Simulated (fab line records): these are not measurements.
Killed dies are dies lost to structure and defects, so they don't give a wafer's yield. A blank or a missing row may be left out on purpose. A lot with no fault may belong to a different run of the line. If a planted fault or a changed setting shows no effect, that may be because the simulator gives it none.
Which tool did it? -- flow berkeley-cmos170 -- route of 331 steps, sampled at 1 step: 7 lots, 21 wafers

WHAT EACH GAUGE READ, for each wafer
UCB170_SILICIDE_RS_MEAS_02: a four-point-probe measurement.
lot,measured,on,SILICIDE_TI_RS (ohm/sq)
L447,day 7 16:43,film-metro-03,26.1 26.2 25.9
L451,day 8 00:31,film-metro-01,26.1 26.1 25.8
L452,day 8 02:04,film-metro-01,26.0 26.4 26.1
L456,day 9 03:28,film-metro-04,26.0 26.2 26.1
L458,day 9 10:22,film-metro-03,26.0 25.7 26.1
L461,day 10 05:22,film-metro-03,26.0 25.9 25.9
L468,day 11 17:28,film-metro-03,25.6 26.3 26.1

WHAT TOOL EACH LOT RAN ON (gives the tool, then ch and the chambers of the sampled wafers, and finally the start)
There is no process step in the record ahead of these readings.

THE ANSWER, worked out from the rows above alone
Rule: what is usual is taken from the lots themselves. Put in order of their means at a reading, lots are off if they are a third of the lots or fewer, leave a main group of 4 or more, and stand apart from it by a gap of 3 or more times the standard deviation of the main group's means; of several such gaps the widest counts. Not used: any main group whose means are identical at the precision the tables above print for the reading. Also off: a lot with no number at a reading for which 4 or more lots have one. The other lots that the step has rows for count as sound.
Across all readings shown, no lot is off: no conclusion can be drawn from this.

WHAT THE SIMULATOR PUT IN
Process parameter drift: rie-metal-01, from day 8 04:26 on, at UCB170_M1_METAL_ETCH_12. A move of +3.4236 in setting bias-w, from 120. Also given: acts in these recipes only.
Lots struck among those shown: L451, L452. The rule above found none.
